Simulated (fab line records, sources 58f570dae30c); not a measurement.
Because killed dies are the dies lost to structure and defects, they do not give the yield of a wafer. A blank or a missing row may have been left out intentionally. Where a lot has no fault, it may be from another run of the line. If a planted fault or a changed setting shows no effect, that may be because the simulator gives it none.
fab line records	flow berkeley-cmos170
record: lots: 5	wafers: 15	last-day: 14
route steps=331 shown NLDD@159 SPACER@171 PSD@175 NSD@187 BACKSIDE@199 M3@326
lots that met no fault: taken from a fault-free run of the same line
start-h: hours from the record's first day to the start of the lot's first wafer shown	wait-h: how many hours have passed since the lot's step before this one	" same as the row above	L1.1+2: several wafers, shown together as one row	- no value present, or no start provided	* or withheld: withheld	< > ~ a bound
route shown NAME@n: a module of which the file shows steps, and the number in the route of the first	usual: mean and standard deviation over wafers with no fault	same: alike in all rows	chamber/n: place in a boat	sites: per-site readings	_std_site: standard deviation of those values	_edge_site: the outer-site mean with the inner-site mean subtracted	radius-mm: for every site, how far away it sits from the centre of the wafer	mask NAME#n: copy n	behind: tool/chamber where the wafer was last shaped	hold: reason for holding the lot/hours on hold/outcome of the hold	device: which transistor (n, p or np) failed to switch	end of line: the tests these same wafers got at the end of their route	a step without rows: its recipe alone	killed: the dies lost at the first sort to structure and to defects; this is not the yield of the wafer	map: the dies of a wafer, with x for killed, . for not killed, _ for no die there
set.NAME: the setting the step ran with; set.NAME@STEP: the setting that earlier step ran with	model.NAME: the simulator's own value behind a step, which no gauge read
lots seen at some steps along the route; tables by step, rows by wafer
services: when a tool's chamber went out of use (start-h, in hours from the record's first day, below 0 if earlier), for how many hours, and the reason
== steps ==
step: UCB170_NLDD_COAT_01
recipe: resist: KrF	spin-rpm: 1500	resist-thk-nm: 900
step: UCB170_NLDD_SOFTBAKE_02
recipe: resist: KrF	temp-c: 130	time-s: 60
step: UCB170_NLDD_EXPOSE_03
recipe: mask-id: NSELECT	na: 0.5	sigma-outer: 0.6	source-shape: conventional	target-cd-nm: 1200	dose-mj: 30
step: UCB170_NLDD_PEB_04
recipe: peb-temp-c: 130	peb-time-s: withheld	resist: KrF
step: UCB170_NLDD_DEVELOP_05
recipe: developer: TMAH	develop-time-s: 45	resist: KrF	dev-temp-c: 21
step: UCB170_NLDD_CD_MEAS_06
recipe: target-cd-nm: 1200
usual: cd-nm: 1200.0/1.4
lot.wafer	tool	chamber	start-h	wait-h	cd-nm
L570.3	cd-sem-02	-	194.29	-	1199.3
L570.5	"	-	"	"	1197.6
L570.6	"	-	"	"	1197.6
L574.1	cd-sem-01	-	212.02	-	1200.3
L574.2	"	-	"	"	1199.2
L574.3	"	-	"	"	1201.0
L578.1	cd-sem-01	-	230.32	-	1198.7
L578.4	"	-	"	"	1199.2
L578.6	"	-	"	"	1199.4
L583.4	cd-sem-02	-	264.17	-	1201.6
L583.5	"	-	"	"	1200.3
L583.6	"	-	"	"	1201.5
L589.1	cd-sem-01	-	303.21	-	1202.0
L589.3	"	-	"	"	1201.8
L589.5	"	-	"	"	1201.0
step: UCB170_NLDD_OVL_MEAS_07
usual: NLDD_OVL: 0/5.8
lot.wafer	tool	chamber	start-h	wait-h	NLDD_OVL[nm]
L570.3	overlay-01	-	194.38	0.1	-1
L570.5	"	-	"	"	-2
L570.6	"	-	"	"	-3
L574.1	overlay-01	-	212.14	0.1	-4
L574.2	"	-	"	"	2
L574.3	"	-	"	"	2
L578.1	overlay-02	-	230.44	0.1	-10
L578.4	"	-	"	"	-10
L578.6	"	-	"	"	2
L583.4	overlay-01	-	264.24	0.1	-8
L583.5	"	-	"	"	0
L583.6	"	-	"	"	-6
L589.1	overlay-01	-	303.33	0.1	-4
L589.3	"	-	"	"	-3
L589.5	"	-	"	"	2
step: UCB170_NLDD_IMPLANT_08
recipe: species: As	dose-cm2: 5e+13	energy-kev: 30	tilt-deg: 7	rotation-deg: 0
step: UCB170_NLDD_IMPLANT_09
recipe: species: As	dose-cm2: 5e+13	energy-kev: 30	tilt-deg: 7	rotation-deg: 180
step: UCB170_NLDD_STRIP_10
recipe: chemistry: O2	power-w: 400	pressure-mtorr: 3500	platen-temp-c: withheld	o2-flow-sccm: 400	overash-fraction: 0.5
usual: drypump-motor-current-A: 5.8/0.42	o2-flow-sccm: 399.9/1.3	oes-product-au: 0.735/0.0045	strip-time-to-endpoint-s: 21.59/0.056
lot.wafer	tool	chamber	start-h	wait-h	drypump-motor-current-A	o2-flow-sccm	oes-product-au	rf-hours-counter-h	strip-time-to-endpoint-s
L570.3	plasma-asher-03	0	194.74	0.1	5.6	400.8	0.741	-	21.53
L570.5	"	1	"	"	6.4	399.7	0.729	-	21.57
L570.6	"	0	"	"	5.6	399.7	0.734	-	21.49
L574.1	plasma-asher-04	0	212.48	0.1	5.4	400.6	0.735	49	21.63
L574.2	"	1	"	"	5.5	401.3	0.739	49	21.61
L574.3	"	1	"	"	5.5	399.9	0.742	-	21.65
L578.1	plasma-asher-03	0	230.78	0.1	5.6	400.7	0.731	10	21.61
L578.4	"	1	"	"	6.5	399.5	0.741	-	21.60
L578.6	"	1	"	"	6.4	399.3	0.730	-	21.58
L583.4	plasma-asher-04	0	264.60	0.1	5.4	400.6	0.739	-	21.70
L583.5	"	1	"	"	5.5	401.2	0.735	-	21.58
L583.6	"	0	"	"	5.4	399.2	0.734	-	21.66
L589.1	plasma-asher-03	1	303.67	0.1	6.4	397.2	0.736	20	21.61
L589.3	"	0	"	"	5.6	400.6	0.728	-	21.66
L589.5	"	1	"	"	6.4	398.6	0.735	-	21.65
step: UCB170_NLDD_TW_MEAS_11
usual: NLDD_TW: 2195/15
lot.wafer	tool	chamber	start-h	wait-h	NLDD_TW
L570.3	film-metro-02	-	194.82	0.1	2189
L570.5	"	-	"	"	2177
L570.6	"	-	"	"	2193
L574.1	film-metro-02	-	212.58	0.1	2188
L574.2	"	-	"	"	2175
L574.3	"	-	"	"	2183
L578.1	film-metro-02	-	230.87	0.1	2225
L578.4	"	-	"	"	2219
L578.6	"	-	"	"	2230
L583.4	film-metro-02	-	264.69	0.1	2186
L583.5	"	-	"	"	2204
L583.6	"	-	"	"	2217
L589.1	film-metro-02	-	303.77	0.1	2196
L589.3	"	-	"	"	2207
L589.5	"	-	"	"	2195
step: UCB170_NLDD_CLEAN_12
recipe: chemistry: SPM	temp-c: 120	time-s: 600
step: UCB170_SPACER_CVD_00
recipe: material: SiO2	target-thk-nm: 376	temp-c: 390	precursor: TEOS/O2	time-s: 47	rf-w: 550	pressure-mtorr: 9000
usual: heater-power-w: 246/55	rf-fwd-power-W: 544.9/2.4
lot.wafer	tool	chamber	start-h	wait-h	heater-power-w	rf-fwd-power-W	since-wet-clean-h
L570.3	pecvd-02	2	195.08	0.0	272	546.0	-
L570.5	"	2	"	"	185	549.4	-
L570.6	"	1	"	"	233	548.1	-
L574.1	pecvd-01	1	212.95	0.0	229	544.3	291
L574.2	"	2	"	"	265	544.7	291
L574.3	"	0	"	"	384	542.5	291
L578.1	pecvd-01	0	231.13	0.0	377	548.9	310
L578.4	"	0	"	"	369	546.0	-
L578.6	"	1	"	"	202	541.4	-
L583.4	pecvd-02	1	264.93	0.0	229	547.5	-
L583.5	"	2	"	"	210	545.1	-
L583.6	"	0	"	"	123	545.9	-
L589.1	pecvd-04	0	304.01	0.0	271	544.4	276
L589.3	"	2	"	"	277	545.2	276
L589.5	"	1	"	"	228	543.5	-
step: UCB170_SPACER_THK_MEAS_01
recipe: reads: SiO2_of_SPACER_CVD_00
usual: SPACER_TEOS_THK: 376/5.9
lot.wafer	tool	chamber	start-h	wait-h	SPACER_TEOS_THK[nm]
L570.3	film-metro-04	-	195.14	0.0	383
L570.5	"	-	"	"	383
L570.6	"	-	"	"	375
L574.1	film-metro-04	-	212.99	0.0	379
L574.2	"	-	"	"	381
L574.3	"	-	"	"	377
L578.1	film-metro-02	-	231.17	0.0	375
L578.4	"	-	"	"	378
L578.6	"	-	"	"	382
L583.4	film-metro-02	-	264.98	0.0	371
L583.5	"	-	"	"	381
L583.6	"	-	"	"	376
L589.1	film-metro-02	-	304.05	0.0	366
L589.3	"	-	"	"	378
L589.5	"	-	"	"	384
step: UCB170_SPACER_ANNEAL_02
recipe: temp-c: 900	time-s: 1800	ambient: N2
step: UCB170_SPACER_ETCHBACK_03
recipe: stop-on: Si	target: SiO2	chemistry: CHF3/CF4/Ar	CHF3_flow_sccm: 50	cf4-flow-sccm: 10	Ar_flow_sccm: 120	pressure-mtorr: 200	rf-w: 500	target-depth-a: 3760	time-s: 100
usual: CHF3_flow_sccm: 49.98/0.15	drypump-motor-current-A: 5.7/0.48	oes-product-au: 0.900/0.015	rf-fwd-power-W: 496.9/1.8	throttle-valve-pct: 6.51/0.077
lot.wafer	tool	chamber	start-h	wait-h	CHF3_flow_sccm	drypump-motor-current-A	oes-product-au	rf-fwd-power-W	rf-hours-counter-h	throttle-valve-pct
L570.3	rie-diel-04	0	203.38	0.0	49.99	6.0	0.925	499.1	39	6.54
L570.5	"	0	"	"	49.73	6.0	0.931	498.1	-	6.55
L570.6	"	1	"	"	50.01	6.1	0.876	497.4	-	6.55
L574.1	rie-diel-04	0	220.98	0.0	50.08	6.0	0.914	495.7	40	6.54
L574.2	"	1	"	"	50.11	6.0	0.884	497.5	17	6.56
L574.3	"	2	"	"	50.06	5.8	0.901	498.7	14	6.44
L578.1	rie-diel-02	2	242.33	0.0	49.89	4.9	0.896	496.6	74	6.56
L578.4	"	1	"	"	49.96	5.4	0.918	499.7	96	6.39
L578.6	"	2	"	"	50.18	4.9	0.895	495.3	-	6.56
L583.4	rie-diel-04	1	270.96	0.0	50.13	6.1	0.877	497.8	18	6.56
L583.5	"	1	"	"	50.15	6.1	0.886	497.9	-	6.54
L583.6	"	0	"	"	50.12	6.0	0.909	499.7	-	6.55
L589.1	rie-diel-02	1	309.97	0.0	49.77	5.4	0.900	497.6	99	6.39
L589.3	"	2	"	"	49.98	4.9	0.898	496.2	77	6.55
L589.5	"	2	"	"	49.86	4.9	0.905	495.3	-	6.56
step: UCB170_PSD_HMDS_00
recipe: prime-time-s: 60	prime-temp-c: 100
step: UCB170_PSD_COAT_01
recipe: resist: KrF	spin-rpm: 1500	resist-thk-nm: 900
step: UCB170_PSD_SOFTBAKE_02
recipe: resist: KrF	temp-c: 130	time-s: 60
step: UCB170_PSD_EXPOSE_03
recipe: mask-id: PSELECT_MOD	na: 0.5	sigma-outer: 0.6	source-shape: conventional	target-cd-nm: 1200	dose-mj: 30
step: UCB170_PSD_PEB_04
recipe: peb-temp-c: 130	peb-time-s: withheld	resist: KrF
step: UCB170_PSD_DEVELOP_05
recipe: developer: TMAH	develop-time-s: 45	resist: KrF	dev-temp-c: 21
step: UCB170_PSD_CD_MEAS_06
recipe: target-cd-nm: 1200
usual: cd-nm: 1200.0/1.3
lot.wafer	tool	chamber	start-h	wait-h	cd-nm
L570.3	cd-sem-01	-	205.18	-	1198.7
L570.5	"	-	"	"	1199.4
L570.6	"	-	"	"	1198.8
L574.1	cd-sem-01	-	222.14	-	1200.3
L574.2	"	-	"	"	1199.7
L574.3	"	-	"	"	1198.8
L578.1	cd-sem-02	-	243.25	-	1199.3
L578.4	"	-	"	"	1198.3
L578.6	"	-	"	"	1198.1
L583.4	cd-sem-01	-	272.70	-	1201.9
L583.5	"	-	"	"	1202.5
L583.6	"	-	"	"	1202.9
L589.1	cd-sem-01	-	311.99	-	1200.8
L589.3	"	-	"	"	1200.7
L589.5	"	-	"	"	1202.1
step: UCB170_PSD_OVL_MEAS_07
usual: PSD_OVL: -3/5.1
lot.wafer	tool	chamber	start-h	wait-h	PSD_OVL[nm]
L570.3	overlay-02	-	205.28	0.1	-2
L570.5	"	-	"	"	-1
L570.6	"	-	"	"	-5
L574.1	overlay-02	-	222.26	0.1	-6
L574.2	"	-	"	"	-6
L574.3	"	-	"	"	-4
L578.1	overlay-01	-	243.37	0.1	1
L578.4	"	-	"	"	-1
L578.6	"	-	"	"	1
L583.4	overlay-02	-	272.78	0.1	1
L583.5	"	-	"	"	1
L583.6	"	-	"	"	9
L589.1	overlay-02	-	312.11	0.1	-9
L589.3	"	-	"	"	-5
L589.5	"	-	"	"	-2
step: UCB170_PSD_IMPLANT_08
recipe: species: B	dose-cm2: 3e+15	energy-kev: 20	tilt-deg: 7
step: UCB170_PSD_STRIP_09
recipe: chemistry: O2	power-w: 400	pressure-mtorr: 3500	platen-temp-c: withheld	o2-flow-sccm: 400	overash-fraction: 0.5
usual: drypump-motor-current-A: 5.8/0.34	o2-flow-sccm: 399.9/1.1	oes-product-au: 0.600/0.0045	strip-time-to-endpoint-s: 29.39/0.073
lot.wafer	tool	chamber	start-h	wait-h	drypump-motor-current-A	o2-flow-sccm	oes-product-au	rf-hours-counter-h	strip-time-to-endpoint-s
L570.3	plasma-asher-02	0	205.48	0.1	5.9	399.9	0.596	-	29.34
L570.5	"	0	"	"	5.9	400.3	0.594	-	29.30
L570.6	"	1	"	"	5.6	399.3	0.598	-	29.37
L574.1	plasma-asher-04	0	222.44	0.1	5.5	400.5	0.599	50	29.40
L574.2	"	1	"	"	5.5	398.4	0.600	50	29.34
L574.3	"	0	"	"	5.5	399.1	0.593	-	29.42
L578.1	plasma-asher-03	1	243.55	0.1	6.5	398.2	0.600	12	29.40
L578.4	"	0	"	"	5.5	401.9	0.599	-	29.46
L578.6	"	0	"	"	5.6	399.3	0.604	-	29.39
L583.4	plasma-asher-03	0	272.98	0.1	5.6	399.2	0.599	-	29.36
L583.5	"	0	"	"	5.6	399.4	0.600	-	29.42
L583.6	"	1	"	"	6.5	402.5	0.596	-	29.39
L589.1	plasma-asher-04	1	312.30	0.1	5.5	400.3	0.595	62	29.42
L589.3	"	1	"	"	5.5	398.1	0.603	-	29.51
L589.5	"	0	"	"	5.4	400.6	0.601	-	29.41
step: UCB170_PSD_TW_MEAS_10
usual: PSD_TW: 2302/12
lot.wafer	tool	chamber	start-h	wait-h	PSD_TW
L570.3	film-metro-02	-	205.57	0.1	2287
L570.5	"	-	"	"	2304
L570.6	"	-	"	"	2304
L574.1	film-metro-01	-	222.54	0.1	2312
L574.2	"	-	"	"	2309
L574.3	"	-	"	"	2333
L578.1	film-metro-03	-	243.65	0.1	2309
L578.4	"	-	"	"	2306
L578.6	"	-	"	"	2304
L583.4	film-metro-01	-	273.08	0.1	2311
L583.5	"	-	"	"	2306
L583.6	"	-	"	"	2303
L589.1	film-metro-03	-	312.40	0.1	2295
L589.3	"	-	"	"	2293
L589.5	"	-	"	"	2292
step: UCB170_PSD_CLEAN_11
recipe: chemistry: SPM	temp-c: 120	time-s: 600
step: UCB170_NSD_HMDS_00
recipe: prime-time-s: 60	prime-temp-c: 100
step: UCB170_NSD_COAT_01
recipe: resist: KrF	spin-rpm: 1500	resist-thk-nm: 900
step: UCB170_NSD_SOFTBAKE_02
recipe: resist: KrF	temp-c: 130	time-s: 60
step: UCB170_NSD_EXPOSE_03
recipe: mask-id: NSELECT_MOD	na: 0.5	sigma-outer: 0.6	source-shape: conventional	target-cd-nm: 1200	dose-mj: 30
step: UCB170_NSD_PEB_04
recipe: peb-temp-c: 130	peb-time-s: withheld	resist: KrF
step: UCB170_NSD_DEVELOP_05
recipe: developer: TMAH	develop-time-s: 45	resist: KrF	dev-temp-c: 21
step: UCB170_NSD_CD_MEAS_06
recipe: target-cd-nm: 1200
usual: cd-nm: 1199.8/1.2
lot.wafer	tool	chamber	start-h	wait-h	cd-nm
L570.3	cd-sem-02	-	210.89	-	1198.4
L570.5	"	-	"	"	1198.5
L570.6	"	-	"	"	1200.3
L574.1	cd-sem-01	-	226.51	-	1200.9
L574.2	"	-	"	"	1201.7
L574.3	"	-	"	"	1200.6
L578.1	cd-sem-02	-	245.06	-	1200.0
L578.4	"	-	"	"	1199.7
L578.6	"	-	"	"	1200.2
L583.4	cd-sem-02	-	275.74	-	1200.8
L583.5	"	-	"	"	1199.6
L583.6	"	-	"	"	1200.5
L589.1	cd-sem-01	-	313.92	-	1198.4
L589.3	"	-	"	"	1198.5
L589.5	"	-	"	"	1198.5
step: UCB170_NSD_OVL_MEAS_07
usual: NSD_OVL: -5/6.1
lot.wafer	tool	chamber	start-h	wait-h	NSD_OVL[nm]
L570.3	overlay-02	-	210.98	0.1	-6
L570.5	"	-	"	"	-1
L570.6	"	-	"	"	-2
L574.1	overlay-02	-	226.63	0.1	-7
L574.2	"	-	"	"	-15
L574.3	"	-	"	"	-7
L578.1	overlay-01	-	245.18	0.1	-6
L578.4	"	-	"	"	-7
L578.6	"	-	"	"	-4
L583.4	overlay-01	-	275.82	0.1	0
L583.5	"	-	"	"	-2
L583.6	"	-	"	"	-1
L589.1	overlay-01	-	314.04	0.1	-9
L589.3	"	-	"	"	-2
L589.5	"	-	"	"	-4
step: UCB170_NSD_IMPLANT_08
recipe: species: P	dose-cm2: 3e+15	energy-kev: 40	tilt-deg: 7
step: UCB170_NSD_STRIP_09
recipe: chemistry: O2	power-w: 400	pressure-mtorr: 3500	platen-temp-c: withheld	o2-flow-sccm: 400	overash-fraction: 0.5
usual: drypump-motor-current-A: 5.9/0.33	o2-flow-sccm: 399.9/1.1	oes-product-au: 0.534/0.0048	strip-time-to-endpoint-s: 35.81/0.079
lot.wafer	tool	chamber	start-h	wait-h	drypump-motor-current-A	o2-flow-sccm	oes-product-au	rf-hours-counter-h	strip-time-to-endpoint-s
L570.3	plasma-asher-03	0	211.19	0.1	5.6	398.1	0.541	-	35.75
L570.5	"	1	"	"	6.4	398.8	0.536	-	35.72
L570.6	"	0	"	"	5.6	398.7	0.538	-	35.65
L574.1	plasma-asher-03	0	226.82	0.1	5.5	399.4	0.530	10	35.77
L574.2	"	1	"	"	6.4	399.6	0.541	10	35.82
L574.3	"	1	"	"	6.4	400.4	0.535	-	35.80
L578.1	plasma-asher-02	0	245.37	0.1	5.9	400.2	0.534	47	35.82
L578.4	"	1	"	"	5.6	399.0	0.535	-	35.73
L578.6	"	0	"	"	5.9	399.2	0.531	-	35.78
L583.4	plasma-asher-03	1	276.02	0.1	6.4	400.4	0.532	-	35.81
L583.5	"	0	"	"	5.6	401.2	0.532	-	35.92
L583.6	"	1	"	"	6.4	401.4	0.533	-	35.84
L589.1	plasma-asher-02	0	314.23	0.1	5.9	399.4	0.531	56	35.85
L589.3	"	0	"	"	5.9	399.6	0.534	-	35.86
L589.5	"	0	"	"	5.9	398.7	0.538	-	35.90
step: UCB170_NSD_TW_MEAS_10
usual: NSD_TW: 4146/23
lot.wafer	tool	chamber	start-h	wait-h	NSD_TW
L570.3	film-metro-02	-	211.28	0.1	4143
L570.5	"	-	"	"	4116
L570.6	"	-	"	"	4132
L574.1	film-metro-01	-	226.92	0.1	4134
L574.2	"	-	"	"	4141
L574.3	"	-	"	"	4137
L578.1	film-metro-02	-	245.47	0.1	4160
L578.4	"	-	"	"	4185
L578.6	"	-	"	"	4188
L583.4	film-metro-01	-	276.12	0.1	4154
L583.5	"	-	"	"	4149
L583.6	"	-	"	"	4173
L589.1	film-metro-03	-	314.33	0.1	4126
L589.3	"	-	"	"	4132
L589.5	"	-	"	"	4132
step: UCB170_NSD_CLEAN_11
recipe: chemistry: SPM	temp-c: 120	time-s: 600
step: UCB170_BACKSIDE_HMDS_00
recipe: prime-time-s: 60	prime-temp-c: 100
step: UCB170_BACKSIDE_COAT_01
recipe: resist: KrF	spin-rpm: 1500	resist-thk-nm: 900
step: UCB170_M3_ETCH_17
recipe: chemistry: N2/H2	target-depth-a: withheld	overetch-a: withheld	target: BARC	time-s: withheld	source-w: 500	bias-w: 100	pressure-mtorr: 30	n2-flow-sccm: 100	h2-flow-sccm: 200
usual: drypump-motor-current-A: 5.8/0.45	oes-product-au: 0.995/0.022	rf-fwd-power-W: 496.1/1.8	throttle-valve-pct: 13.30/0.08
lot.wafer	tool	chamber	start-h	wait-h	drypump-motor-current-A	oes-product-au	rf-fwd-power-W	throttle-valve-pct	model.M3.cd-nm
L570.3	rie-diel-04	3	235.82	0.0	6.4	0.973	496.2	13.24	701.9
L570.5	"	3	"	"	6.4	0.972	495.6	13.25	701.9
L570.6	"	0	"	"	6.0	1.010	496.9	13.33	701.9
L574.1	rie-diel-04	2	253.11	0.0	5.8	1.007	497.6	13.23	701.1
L574.2	"	1	"	"	6.0	0.967	497.1	13.35	700.3
L574.3	"	3	"	"	6.5	0.984	501.2	13.26	699.6
L578.1	rie-diel-04	2	273.82	0.0	5.8	0.995	497.6	13.21	705.5
L578.4	"	1	"	"	6.1	0.981	496.2	13.35	704.8
L578.6	"	2	"	"	5.8	1.002	494.8	13.21	703.6
L583.4	rie-diel-01	0	300.12	0.0	5.7	1.008	493.1	13.28	692.3
L583.5	"	1	"	"	5.2	0.947	494.9	13.34	695.2
L583.6	"	0	"	"	5.7	1.005	495.9	13.28	692.8
L589.1	rie-diel-01	0	344.06	0.0	5.7	1.022	494.9	13.29	699.5
L589.3	"	3	"	"	6.0	1.019	495.8	13.41	700.2
L589.5	"	2	"	"	5.2	1.005	498.2	13.29	700.6
== services ==
tool	chamber	start-h	hours	kind
pecvd-02	0	189.10	8.0	repair
pecvd-04	1	191.55	9.2	repair
pecvd-04	0	195.16	5.9	repair
rie-diel-04	2	197.14	20.8	repair
rie-diel-02	-	206.82	14.6	pm
rie-diel-04	3	218.97	2.4	repair
pecvd-01	-	221.06	4.3	pm
plasma-asher-02	-	231.04	4.2	repair
pecvd-02	-	249.84	2.4	repair
rie-diel-04	1	254.35	9.1	repair
pecvd-04	-	264.60	1.9	repair
rie-diel-02	-	269.25	1.1	repair
rie-diel-02	-	275.05	2.8	pm
pecvd-04	2	280.70	5.8	repair
pecvd-02	2	286.25	15.7	repair
pecvd-02	2	305.80	4.1	repair
pecvd-01	-	311.72	0.5	repair
rie-diel-02	3	315.64	5.7	repair
plasma-asher-03	-	318.77	1.4	repair
rie-diel-04	1	333.22	9.3	repair
== key ==
first-sign none at tools or gauges
model-effect: step: UCB170_M3_ETCH_17	value: M3.cd-nm	without: 700	struck: 692.8
met-at UCB170_SPACER_CVD_00
struck-wafers L583.6
sort-left-out L583.6
tester-left-out L583
loop-trim: step: UCB170_M3_EXPOSE_12	setting: dose	lots: L583
fault: kind: chamber-particle-source	tool: pecvd-02	chamber: 0	onset-h: 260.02	steps: UCB170_SPACER_CVD_00	rate-per-visit-cm2: 0.03541	end-h: 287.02
tester-left-out: of these lots the tester's yield and bins aren't shown, on N5 and GAA mostly nor the transistor test; their killed dies are dies lost to structure and defects alone, not to doping, threshold or leakage, so they don't give the yield
sort-left-out: the simulated sort isn't trusted on such a fault, so these wafers' sort isn't shown, and their yield isn't known
loop-trim: a control loop set the setting to another value than it would have without faults
